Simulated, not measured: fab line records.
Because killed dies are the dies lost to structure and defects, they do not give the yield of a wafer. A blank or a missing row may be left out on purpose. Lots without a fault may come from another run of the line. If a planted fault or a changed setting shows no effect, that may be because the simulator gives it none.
fab line records	flow rit-cmos
[record] lots = 14	wafers = 42	last-day = 7
route steps=202 shown ACTIVE@12 FOX2@24 SPACER@128 SILICIDE@163 M1@202
lots untouched by any fault: they come from a run of this same line in which no faults occurred
start-h: hours from the record's first day to the start of the lot's first wafer shown	wait-h: hours since the lot's step before	" same as the row above	L1.1+2: several wafers, shown together as one row	- no value, or no start given	* or withheld: withheld	< > ~ a bound
route shown NAME@n: a module of which the file shows steps, and the number in the route of the first	usual: mean/standard deviation of fault-free wafers	same: alike in all rows	chamber/n: place in a boat	sites: each site's reading	_std_site: their standard deviation	_edge_site: the outer-site mean with the inner-site mean subtracted	radius-mm: how far each site lies from the wafer's centre	mask NAME#n: copy n	behind: the last tool/chamber to shape the wafer	hold: why the lot was held/for how many hours/how that ended	device: which transistor (n, p or np) failed to switch	end of line: the tests these same wafers got at the end of their route	a step given without rows: its recipe and nothing more	killed: the dies lost at the first sort to structure and to defects; this is not the yield of the wafer	map: per-die view of a wafer (x killed, . not killed, _ where there is no die)
set.NAME: the setting the step ran with; set.NAME@STEP: the setting that earlier step ran with	model.NAME: the simulator's own value behind a step, which no gauge read
steps of the route over a sample of lots; a table a step, a row a wafer
services: the hour from which a tool's chamber was out of use, counted from the record's first day as start-h (under 0 if before that day), plus the number of hours and why
[[steps]]
[step RIT_ACTIVE_CD_MEAS_11]
[recipe] target-cd-nm = 1400
[usual] cd-nm = 1400.6/2.2
lot.wafer	tool	chamber	start-h	wait-h	cd-nm
L155.1	cd-sem-01	-	16.83	-	1402.0
L155.5	"	-	"	"	1401.3
L155.6	"	-	"	"	1402.3
L157.2	cd-sem-01	-	25.51	-	1402.2
L157.4	"	-	"	"	1400.0
L157.6	"	-	"	"	1400.2
L158.2	cd-sem-02	-	30.48	-	1399.4
L158.3	"	-	"	"	1397.4
L158.4	"	-	"	"	1398.6
L160.1	cd-sem-02	-	39.44	-	1398.4
L160.4	"	-	"	"	1399.8
L160.5	"	-	"	"	1400.1
L161.2	cd-sem-01	-	46.37	-	1402.9
L161.3	"	-	"	"	1402.8
L161.5	"	-	"	"	1402.0
L162.3	cd-sem-02	-	50.26	-	1398.8
L162.5	"	-	"	"	1396.3
L162.6	"	-	"	"	1400.2
L163.1	cd-sem-02	-	57.13	-	1403.0
L163.2	"	-	"	"	1403.0
L163.3	"	-	"	"	1402.6
L166.1	cd-sem-02	-	73.16	-	1402.6
L166.2	"	-	"	"	1403.9
L166.6	"	-	"	"	1400.7
L169.3	cd-sem-02	-	87.51	-	1402.8
L169.5	"	-	"	"	1405.0
L169.6	"	-	"	"	1403.8
L170.2	cd-sem-02	-	92.73	-	1401.9
L170.4	"	-	"	"	1399.9
L170.6	"	-	"	"	1403.0
L171.1	cd-sem-02	-	96.58	-	1399.1
L171.2	"	-	"	"	1400.0
L171.5	"	-	"	"	1399.3
L172.2	cd-sem-02	-	101.88	-	1401.5
L172.3	"	-	"	"	1400.8
L172.6	"	-	"	"	1401.9
L174.2	cd-sem-01	-	110.33	-	1401.6
L174.5	"	-	"	"	1402.0
L174.6	"	-	"	"	1402.3
L176.2	cd-sem-02	-	125.05	-	1402.6
L176.4	"	-	"	"	1400.9
L176.5	"	-	"	"	1399.2
[step RIT_FOX2_THK_MEAS_01]
[recipe] reads = SiO2_of_FOX2_OXIDATION_00
[usual] FOX2_OXIDE_THK = 337/6.9
lot.wafer	tool	chamber	start-h	wait-h	FOX2_OXIDE_THK[nm]
L155.1	film-metro-03	-	22.11	0.0	347
L155.5	"	-	"	"	350
L155.6	"	-	"	"	340
L157.2	film-metro-03	-	30.57	0.0	343
L157.4	"	-	"	"	337
L157.6	"	-	"	"	337
L158.2	film-metro-02	-	34.70	0.0	340
L158.3	"	-	"	"	343
L158.4	"	-	"	"	343
L160.1	film-metro-02	-	44.82	0.0	346
L160.4	"	-	"	"	343
L160.5	"	-	"	"	345
L161.2	film-metro-02	-	52.21	0.0	337
L161.3	"	-	"	"	332
L161.5	"	-	"	"	337
L162.3	film-metro-03	-	59.95	0.0	333
L162.5	"	-	"	"	330
L162.6	"	-	"	"	335
L163.1	film-metro-02	-	68.71	0.0	333
L163.2	"	-	"	"	331
L163.3	"	-	"	"	336
L166.1	film-metro-03	-	83.03	0.0	332
L166.2	"	-	"	"	335
L166.6	"	-	"	"	337
L169.3	film-metro-01	-	95.03	0.0	344
L169.5	"	-	"	"	349
L169.6	"	-	"	"	343
L170.2	film-metro-02	-	103.46	0.0	337
L170.4	"	-	"	"	337
L170.6	"	-	"	"	345
L171.1	film-metro-01	-	109.84	0.0	331
L171.2	"	-	"	"	335
L171.5	"	-	"	"	327
L172.2	film-metro-03	-	109.85	0.0	331
L172.3	"	-	"	"	328
L172.6	"	-	"	"	334
L174.2	film-metro-03	-	121.81	0.0	329
L174.5	"	-	"	"	333
L174.6	"	-	"	"	331
L176.2	film-metro-03	-	134.61	0.0	339
L176.4	"	-	"	"	332
L176.5	"	-	"	"	341
[step RIT_SPACER_CVD_03]
[recipe] material = Si3N4	target-thk-nm = 250	temp-c = 810	precursor = SiH2Cl2/NH3	time-s = 3300	pressure-mtorr = 311.7	sih2cl2-flow-sccm = 60	nh3-flow-sccm = 150
[usual] pressure-mtorr = 311.7/0.61	sih2cl2-flow-sccm = 60.00/0.18
lot.wafer	tool	chamber	start-h	wait-h	pressure-mtorr	sih2cl2-flow-sccm
L155.1	lpcvd-01	0	49.61	0.0	311.1	59.97
L155.5	"	0	"	"	310.9	60.40
L155.6	"	0	"	"	311.4	59.91
L157.2	lpcvd-02	0	62.13	0.0	311.3	60.35
L157.4	"	0	"	"	311.7	60.35
L157.6	"	0	"	"	311.8	60.28
L158.2	lpcvd-02	1	66.13	0.0	311.9	59.79
L158.3	"	1	"	"	311.7	59.71
L158.4	"	1	"	"	312.0	59.65
L160.1	lpcvd-01	1	82.82	0.0	311.1	59.83
L160.4	"	1	"	"	310.9	59.94
L160.5	"	1	"	"	311.0	59.92
L161.2	lpcvd-02	0	92.38	0.0	310.8	60.04
L161.3	"	0	"	"	311.2	59.94
L161.5	"	0	"	"	312.1	60.06
L162.3	lpcvd-02	0	101.73	0.0	312.2	60.28
L162.5	"	0	"	"	311.0	60.13
L162.6	"	0	"	"	311.3	60.17
L163.1	lpcvd-01	0	105.40	0.0	311.1	59.69
L163.2	"	0	"	"	310.9	60.01
L163.3	"	0	"	"	310.0	60.10
L166.1	lpcvd-01	1	127.65	3.0	311.7	59.90
L166.2	"	1	"	"	312.0	60.13
L166.6	"	1	"	"	312.0	59.96
L169.3	lpcvd-01	1	132.68	0.0	313.1	60.11
L169.5	"	1	"	"	312.6	60.05
L169.6	"	1	"	"	312.0	60.08
L170.2	lpcvd-02	0	141.68	0.0	311.8	59.92
L170.4	"	0	"	"	312.1	59.93
L170.6	"	0	"	"	312.6	60.12
L171.1	lpcvd-01	1	143.09	0.9	311.0	59.71
L171.2	"	1	"	"	311.2	60.12
L171.5	"	1	"	"	311.6	59.90
L171.1	lpcvd-02	1	145.17	0.2	311.0	60.16
L171.2	"	1	"	"	310.8	60.44
L171.5	"	1	"	"	312.6	60.27
L172.2	lpcvd-01	1	143.09	1.3	312.5	60.00
L172.3	"	1	"	"	311.6	60.22
L172.6	"	1	"	"	311.4	60.09
L174.2	lpcvd-02	0	154.85	0.0	312.2	59.95
L174.5	"	0	"	"	312.4	60.10
L174.6	"	0	"	"	312.3	59.78
L174.2	lpcvd-01	0	157.63	0.9	312.2	60.06
L174.5	"	0	"	"	311.6	59.85
L174.6	"	0	"	"	311.2	59.99
L176.2	lpcvd-01	1	164.50	0.0	312.7	59.95
L176.4	"	1	"	"	312.8	59.89
L176.5	"	1	"	"	312.6	60.05
[step RIT_SPACER_THK_MEAS_04]
[recipe] reads = Si3N4_of_SPACER_CVD_03
[usual] SPACER_NITRIDE_THK = 253.3/2.3
lot.wafer	tool	chamber	start-h	wait-h	SPACER_NITRIDE_THK[nm]
L155.1	film-metro-01	-	51.53	0.0	253.4
L155.5	"	-	"	"	254.8
L155.6	"	-	"	"	251.8
L157.2	film-metro-03	-	65.02	0.0	252.5
L157.4	"	-	"	"	253.3
L157.6	"	-	"	"	253.1
L158.2	film-metro-04	-	69.01	0.0	252.8
L158.3	"	-	"	"	253.1
L158.4	"	-	"	"	254.2
L160.1	film-metro-03	-	84.73	0.0	249.1
L160.4	"	-	"	"	251.7
L160.5	"	-	"	"	249.6
L161.2	film-metro-03	-	94.30	0.0	252.6
L161.3	"	-	"	"	254.3
L161.5	"	-	"	"	252.6
L162.3	film-metro-03	-	103.66	0.0	255.8
L162.5	"	-	"	"	251.4
L162.6	"	-	"	"	249.5
L163.1	film-metro-03	-	107.32	0.0	250.5
L163.2	"	-	"	"	249.0
L163.3	"	-	"	"	249.1
L166.1	film-metro-03	-	129.57	0.0	255.7
L166.2	"	-	"	"	254.8
L166.6	"	-	"	"	257.4
L169.3	film-metro-04	-	134.61	0.0	255.8
L169.5	"	-	"	"	253.2
L169.6	"	-	"	"	252.1
L170.2	film-metro-04	-	143.61	0.0	258.0
L170.4	"	-	"	"	259.1
L170.6	"	-	"	"	256.6
L172.2	film-metro-03	-	145.02	0.0	253.4
L172.3	"	-	"	"	253.7
L172.6	"	-	"	"	254.7
L171.1	film-metro-04	-	147.09	0.0	507.9
L171.2	"	-	"	"	508.8
L171.5	"	-	"	"	505.8
L174.2	film-metro-01	-	159.56	0.0	503.8
L174.5	"	-	"	"	504.6
L174.6	"	-	"	"	502.0
L176.2	film-metro-03	-	166.42	0.0	251.7
L176.4	"	-	"	"	249.8
L176.5	"	-	"	"	248.4
[step RIT_SPACER_ETCHBACK_05]
[recipe] target-depth-a = 2500	SF6_flow_sccm = 30	CHF3_flow_sccm = 30	target = Si3N4	chemistry = SF6/CHF3	pressure-mtorr = 40	rf-w = 250	time-s = 240	stop-on = SiO2
[usual] chamber-pressure-mTorr = 40.00/0.037	drypump-motor-current-A = 5.9/0.42	oes-product-au = 0.856/0.014	throttle-valve-pct = 10.31/0.089
lot.wafer	tool	chamber	start-h	wait-h	chamber-pressure-mTorr	drypump-motor-current-A	oes-product-au	rf-hours-counter-h	throttle-valve-pct
L155.1	rie-diel-03	2	51.59	0.1	39.96	6.3	0.837	25	10.32
L155.5	"	3	"	"	40.00	6.1	0.850	-	10.35
L155.6	"	2	"	"	39.98	6.3	0.841	-	10.29
L157.2	rie-diel-01	3	65.07	0.0	40.00	6.1	0.869	127	10.41
L157.4	"	2	"	"	39.98	6.0	0.835	17	10.29
L157.6	"	3	"	"	40.01	6.1	0.871	-	10.41
L158.2	rie-diel-04	2	69.06	0.0	40.02	6.3	0.857	81	10.18
L158.3	"	3	"	"	39.93	6.1	0.845	101	10.31
L158.4	"	1	"	"	39.99	5.2	0.871	7	10.28
L160.1	rie-diel-04	1	84.79	0.1	39.98	5.2	0.857	7	10.27
L160.4	"	2	"	"	40.02	6.3	0.856	81	10.18
L160.5	"	0	"	"	40.02	5.0	0.857	-	10.15
L161.2	rie-diel-04	1	94.35	0.0	40.01	5.2	0.861	7	10.30
L161.3	"	2	"	"	40.05	6.3	0.859	82	10.19
L161.5	"	2	"	"	40.04	6.3	0.851	-	10.19
L162.3	rie-diel-04	0	103.70	0.0	40.02	5.1	0.868	2	10.15
L162.5	"	2	"	"	39.96	6.3	0.848	-	10.20
L162.6	"	3	"	"	39.98	6.1	0.829	-	10.28
L163.1	rie-diel-03	0	107.38	0.1	40.02	5.9	0.842	22	10.39
L163.2	"	1	"	"	39.97	5.6	0.853	7	10.44
L163.3	"	2	"	"	39.97	6.3	0.830	26	10.32
L166.1	rie-diel-03	1	129.63	0.1	40.10	5.6	0.865	7	10.45
L166.2	"	2	"	"	40.05	6.3	0.839	26	10.31
L166.6	"	0	"	"	40.03	5.9	0.855	-	10.38
L169.3	rie-diel-03	2	134.65	0.0	39.99	6.3	0.844	26	10.33
L169.5	"	0	"	"	39.98	5.9	0.850	-	10.39
L169.6	"	3	"	"	39.96	6.1	0.857	-	10.32
L170.2	rie-diel-03	1	143.66	0.0	40.00	5.6	0.868	8	10.47
L170.4	"	3	"	"	40.05	6.1	0.875	1	10.33
L170.6	"	0	"	"	39.98	5.9	0.851	-	10.39
L172.2	rie-diel-04	1	145.07	0.0	39.98	5.2	0.864	8	10.30
L172.3	"	3	"	"	39.96	6.1	0.838	102	10.30
L172.6	"	3	"	"	39.98	6.1	0.845	-	10.30
L171.1	rie-diel-01	0	147.15	0.1	40.04	6.0	1.037	32	10.29
L171.2	"	3	"	"	40.02	6.1	1.032	128	10.47
L171.5	"	0	"	"	39.96	6.0	1.030	-	10.31
L174.2	rie-diel-03	2	159.61	0.0	40.07	6.2	0.996	27	10.37
L174.5	"	1	"	"	39.98	5.6	0.996	-	10.50
L174.6	"	2	"	"	40.04	6.2	0.990	-	10.37
L176.2	rie-diel-03	2	166.47	0.0	39.99	6.3	0.837	27	10.31
L176.4	"	1	"	"	39.95	5.6	0.848	8	10.45
L176.5	"	3	"	"	39.97	6.1	0.852	-	10.33
[step RIT_SILICIDE_RS_MEAS_02]
[recipe] thk-meas-gauge = four-point-probe	reads = Ti_of_SILICIDE_SPUTTER_01
[usual] SILICIDE_TI_RS = 47.7/0.61
lot.wafer	tool	chamber	start-h	wait-h	SILICIDE_TI_RS[ohm/sq]
L155.1	film-metro-03	-	55.82	0.1	48.5
L155.5	"	-	"	"	48.1
L155.6	"	-	"	"	48.3
L157.2	film-metro-02	-	69.18	0.1	47.9
L157.4	"	-	"	"	47.5
L157.6	"	-	"	"	47.3
L158.2	film-metro-02	-	73.27	0.1	47.1
L158.3	"	-	"	"	47.5
L158.4	"	-	"	"	46.7
L160.1	film-metro-03	-	88.99	0.1	47.3
L160.4	"	-	"	"	46.8
L160.5	"	-	"	"	46.8
L161.2	film-metro-03	-	98.87	0.1	47.7
L161.3	"	-	"	"	47.8
L161.5	"	-	"	"	48.3
L162.3	film-metro-03	-	107.93	0.1	47.4
L162.5	"	-	"	"	47.3
L162.6	"	-	"	"	47.6
L163.1	film-metro-03	-	111.56	0.1	48.3
L163.2	"	-	"	"	47.5
L163.3	"	-	"	"	47.6
L166.1	film-metro-03	-	134.42	0.1	48.3
L166.2	"	-	"	"	48.1
L166.6	"	-	"	"	48.3
L169.3	film-metro-01	-	140.86	0.1	47.5
L169.5	"	-	"	"	47.6
L169.6	"	-	"	"	47.7
L170.2	film-metro-01	-	147.91	0.1	47.3
L170.4	"	-	"	"	47.7
L170.6	"	-	"	"	47.5
L172.2	film-metro-01	-	149.31	0.1	48.1
L172.3	"	-	"	"	48.4
L172.6	"	-	"	"	48.2
L176.2	film-metro-03	-	170.68	0.1	47.9
L176.4	"	-	"	"	48.4
L176.5	"	-	"	"	48.3
[step RIT_M1_PROBE_99]
[usual] killed_at_M0_to_M3 = 0.0/0.14	killed-at-contacts = 0.1/0.29	killed-at-front-end = 7/3.1	killed-dies = 7/3.1	killed-on-rim = 1.8/1.3	killed-open = 3.4/1.9	killed-short = 3.6/2.1
[same] gross-dies = 264	killed_at_M4_up = 0	killed-at-back-side = 0	killed-at-other = 0
lot.wafer	tool	chamber	start-h	wait-h	killed_at_M0_to_M3	killed-at-contacts	killed-at-front-end	killed-dies	killed-on-rim	killed-open	killed-short
L155.1	prober-01	-	62.54	0.1	0	0	11	11	4	6	5
L155.5	prober-01	-	62.74	0.2	0	0	11	11	0	6	5
L155.6	prober-01	-	62.79	0.2	0	0	7	7	0	1	6
L160.1	prober-02	-	95.83	0.1	0	0	7	7	1	4	3
L160.4	prober-02	-	95.98	0.2	0	0	10	10	4	8	2
L160.5	prober-02	-	96.03	0.2	0	0	9	9	1	4	5
L161.2	prober-01	-	105.66	0.1	0	0	9	9	4	1	8
L161.3	prober-01	-	105.71	0.2	0	0	13	13	3	7	6
L161.5	prober-01	-	105.81	0.2	0	0	3	3	1	2	1
L162.3	prober-02	-	115.03	0.2	0	0	8	8	3	3	5
L162.5	prober-02	-	115.13	0.2	0	0	6	6	1	5	1
L162.6	prober-02	-	115.18	0.2	0	0	5	5	0	3	2
L163.1	prober-01	-	118.79	0.1	0	0	4	4	2	2	2
L163.2	prober-01	-	118.84	0.1	0	0	7	7	2	2	5
L163.3	prober-01	-	118.89	0.2	0	0	9	9	4	4	5
L171.1	prober-02	-	158.97	0.1	0	0	264	264	70	3	5
L171.2	prober-02	-	159.02	0.1	0	0	264	264	70	1	4
L171.5	prober-02	-	159.17	0.2	0	0	264	264	70	6	3
L174.2	prober-01	-	173.17	0.1	0	0	264	264	70	3	1
L174.5	prober-01	-	173.32	0.2	0	0	264	264	70	4	2
L174.6	prober-01	-	173.37	0.2	0	0	264	264	70	6	2
// killed by level:class
L155.1 GATE:geometric-particle:short=5 GATE:geometric-particle:open=3 FOX2:geometric-particle:open=2 FOX1:geometric-particle:open=1
L155.5 FOX1:geometric-particle:short=2 GATE:geometric-particle:short=2 GATE:geometric-particle:open=2 REOX:geometric-particle:open=2 FOX1:geometric-particle:open=1 SPACER:geometric-particle:open=1 SPACER:geometric-particle:short=1
L155.6 GATE:geometric-particle:short=3 REOX:geometric-particle:short=2 FOX2:geometric-particle:short=1 GATE:geometric-particle:open=1
L160.1 GATE:geometric-particle:open=2 FOX1:geometric-particle:open=1 FOX2:geometric-particle:short=1 FOX2:geometric-particle:open=1 GATE:geometric-particle:short=1 SPACER:geometric-particle:short=1
L160.4 GATE:geometric-particle:open=3 FOX2:geometric-particle:open=2 FOX1:geometric-particle:open=1 FOX2:geometric-particle:short=1 GATE:geometric-particle:short=1 REOX:geometric-particle:open=1 SPACER:geometric-particle:open=1
L160.5 FOX2:geometric-particle:short=2 GATE:geometric-particle:short=2 GATE:geometric-particle:open=2 FOX1:geometric-particle:open=1 FOX1:geometric-particle:short=1 SILICIDE:geometric-particle:open=1
L161.2 GATE:geometric-particle:short=7 FOX2:geometric-particle:short=1 GATE:geometric-particle:open=1
L161.3 GATE:geometric-particle:short=3 GATE:geometric-particle:open=3 SILICIDE:geometric-particle:open=2 FOX1:geometric-particle:short=1 REOX:geometric-particle:short=1 REOX:geometric-particle:open=1 SPACER:geometric-particle:open=1 SILICIDE:geometric-particle:short=1
L161.5 GATE:geometric-particle:open=1 REOX:geometric-particle:short=1 SILICIDE:geometric-particle:open=1
L162.3 GATE:geometric-particle:short=2 FOX1:geometric-particle:short=1 FOX2:geometric-particle:open=1 FOX2:geometric-particle:short=1 GATE:geometric-particle:open=1 SILICIDE:geometric-particle:open=1 SILICIDE:geometric-particle:short=1
L162.5 FOX1:geometric-particle:open=3 FOX2:geometric-particle:open=1 GATE:geometric-particle:open=1 REOX:geometric-particle:short=1
L162.6 GATE:geometric-particle:open=3 FOX1:geometric-particle:short=1 FOX2:geometric-particle:short=1
L163.1 GATE:geometric-particle:open=1 GATE:geometric-particle:short=1 REOX:geometric-particle:open=1 SILICIDE:geometric-particle:short=1
L163.2 GATE:geometric-particle:short=2 GATE:geometric-particle:open=2 FOX2:geometric-particle:short=1 REOX:geometric-particle:short=1 SPACER:geometric-particle:short=1
L163.3 REOX:geometric-particle:short=3 FOX2:geometric-particle:open=2 FOX1:geometric-particle:short=1 GATE:geometric-particle:open=1 GATE:geometric-particle:short=1 REOX:geometric-particle:open=1
L171.1 SPACER:area-etchback=255 REOX:geometric-particle:short=4 FOX1:geometric-particle:open=2 FOX1:geometric-particle:short=1 SILICIDE:geometric-particle:open=1 PLDD:coat-microbubble-printed=1
L171.2 SPACER:area-etchback=258 GATE:geometric-particle:short=4 GATE:geometric-particle:open=1 PLDD:coat-microbubble-printed=1
L171.5 SPACER:area-etchback=253 GATE:geometric-particle:open=3 SPACER:geometric-particle:open=2 FOX1:geometric-particle:short=1 GATE:geometric-particle:short=1 REOX:geometric-particle:open=1 SPACER:geometric-particle:short=1 PWELL:coat-microbubble-printed=1
L174.2 SPACER:area-etchback=260 FOX1:geometric-particle:open=1 GATE:geometric-particle:short=1 SPACER:geometric-particle:open=1 SILICIDE:geometric-particle:open=1
L174.5 SPACER:area-etchback=258 FOX1:geometric-particle:open=1 FOX2:geometric-particle:open=1 GATE:geometric-particle:open=1 SPACER:geometric-particle:open=1 SPACER:geometric-particle:short=1 SILICIDE:geometric-particle:short=1
L174.6 SPACER:area-etchback=256 FOX2:geometric-particle:open=2 GATE:geometric-particle:open=2 SILICIDE:geometric-particle:open=2 FOX1:geometric-particle:short=1 GATE:geometric-particle:short=1
[[services]]
tool	chamber	start-h	hours	kind
rie-diel-03	0	27.01	21.0	repair
rie-diel-04	-	39.98	0.3	repair
rie-diel-01	1	77.86	14.2	repair
lpcvd-02	-	97.85	1.1	repair
rie-diel-03	3	104.68	-	clean
rie-diel-03	3	104.68	14.0	scheduled-down
rie-diel-03	3	104.68	14.0	vent-cycle
rie-diel-04	1	105.06	19.3	repair
rie-diel-04	-	112.98	0.6	repair
lpcvd-02	-	118.05	2.8	pm
rie-diel-04	2	120.54	1.5	repair
lpcvd-02	-	123.72	6.1	pm
rie-diel-01	2	142.01	5.6	repair
rie-diel-04	2	147.35	6.5	repair
[[key]]
[first-sign] step = RIT_SPACER_CVD_03	reading = visit	direction = added
[effect] step = RIT_SPACER_THK_MEAS_04	reading = SPACER_NITRIDE_THK	direction = up	sigmas = 99+	usual = 253.3	struck = 505.5
[effect] step = RIT_SPACER_ETCHBACK_05	reading = oes-product-au	direction = up	sigmas = 11	usual = 0.856	struck = 1.013
[effect] step = RIT_M1_PROBE_99	reading = killed-at-front-end	direction = up	sigmas = 83	usual = 7	struck = 264
[more-kills-born-at] RIT_SPACER_ETCHBACK_05@rie-diel-03 = 774	RIT_SPACER_ETCHBACK_05@rie-diel-01 = 766
met-at RIT_SPACER_CVD_03
struck-lots L171,L174
later-rows-left-out L171.1,L171.2,L171.5,L174.2,L174.5,L174.6
tester-left-out L171,L174
not-acting-at RIT_ACTIVE_CD_MEAS_11,RIT_FOX2_THK_MEAS_01,RIT_SILICIDE_RS_MEAS_02
[fault] kind = repeated-step-whole	tool = lpcvd-01,lpcvd-02	chamber = -	onset-h = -	steps = RIT_SPACER_CVD_03	times = 1	scope = struck-lots-only
// tester-left-out: of these lots the tester's yield and bins aren't shown, on N5 and GAA mostly nor the transistor test; their killed dies are dies lost to structure and defects alone, not to doping, threshold or leakage, so they don't give the yield
// later-rows-left-out: the simulator's readings of these wafers behind a module that went badly wrong aren't trusted and aren't shown, but for the sort
